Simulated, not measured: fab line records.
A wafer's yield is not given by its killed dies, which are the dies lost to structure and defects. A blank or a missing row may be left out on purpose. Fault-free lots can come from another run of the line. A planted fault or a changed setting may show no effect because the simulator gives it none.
Which tool is to blame? ; flow berkeley-cmos170 ; 14 lots with 42 wafers sampled at 2 steps, on a route of 331 steps

## WHAT EACH GAUGE READ, for each wafer
UCB170_NSD_OVL_MEAS_07. Usual: for NSD_OVL the level is -2 nm and the standard deviation is 4.8.
lot;measured;on;NSD_OVL (nm);flag
L442;day 7 03:02;overlay-01;-1 1 -2;
L444;day 7 15:14;overlay-02;1 -3 0;
L453;day 9 08:53;overlay-02;-3 0 -2;
L452;day 9 09:14;overlay-01;10 4 9;
L451;day 9 09:30;overlay-02;4 -3 1;
L456;day 10 04:02;overlay-02;6 13 4;
L457;day 10 04:17;overlay-02;1 3 -3;
L455;day 10 04:31;overlay-02;-2 3 4;
L458;day 10 08:44;overlay-01;0 3 -3;
L460;day 10 08:54;overlay-02;-4 -4 -2;
L461;day 11 07:27;overlay-02;-10 -9 -8;
L463;day 11 14:59;overlay-01;-7 -6 -1;
L462;day 11 15:22;overlay-02;5 2 -3;
L464;day 12 00:04;overlay-01;-4 -3 -6;

UCB170_SILICIDE_THK_MEAS_03: measures by xrf. Usual: for SILICIDE_TI_THK the level is 30.0 nm and the standard deviation is 0.32.
lot;measured;on;SILICIDE_TI_THK (nm);flag
L442;day 7 05:17;film-metro-01;30.0 29.6 29.9;
L444;day 7 17:38;film-metro-03;30.1 30.3 30.0;
L453;day 9 11:24;film-metro-04;29.8 30.1 29.8;
L452;day 9 11:40;film-metro-03;30.3 30.1 29.9;
L451;day 9 12:18;film-metro-03;30.2 29.9 30.2;
L456;day 10 06:11;film-metro-01;30.4 29.6 29.8;
L457;day 10 06:52;film-metro-03;29.9 29.5 29.6;
L455;day 10 07:14;film-metro-01;30.1 30.1 30.2;
L458;day 10 11:02;film-metro-03;29.9 30.0 30.4;
L460;day 10 11:25;film-metro-03;30.1 30.3 30.2;
L461;day 11 09:56;film-metro-01;29.7 29.7 29.5;
L463;day 11 17:08;film-metro-04;29.7 30.2 29.9;
L462;day 11 17:31;film-metro-03;30.1 29.6 29.9;
L464;day 12 02:13;film-metro-03;30.4 30.7 30.2;

## EACH LOT AND THE TOOL THAT RAN IT (in order: tool; ch and the chambers of the sampled wafers; start)
The record shows no process step preceding these readings.

## AS READ BY THE TOOLS THEMSELVES (means over the sampled wafers that have a number; for cases with no such wafer, the mark the record gives instead)
The record holds no such reading with a usual standard deviation.

## THE ANSWER, worked out from the rows above alone
Rule: take the mean of a lot's wafers that have a number; if it is more than 3 standard deviations from the usual mean, the lot is off. Also off: a lot with no number at a reading for which 4 or more lots have one. The other lots that the step has rows for count as sound. The gauges are gone through in route order, then the tools' own readings, and for those a lot's mean is taken as printed above. At the first step where some lot is off, the reading lying furthest off is the one used; lots without a number count as furthest.
Across all readings shown, no lot is off: no conclusion can be drawn from this.

## WHAT WAS PUT IN BY THE SIMULATOR
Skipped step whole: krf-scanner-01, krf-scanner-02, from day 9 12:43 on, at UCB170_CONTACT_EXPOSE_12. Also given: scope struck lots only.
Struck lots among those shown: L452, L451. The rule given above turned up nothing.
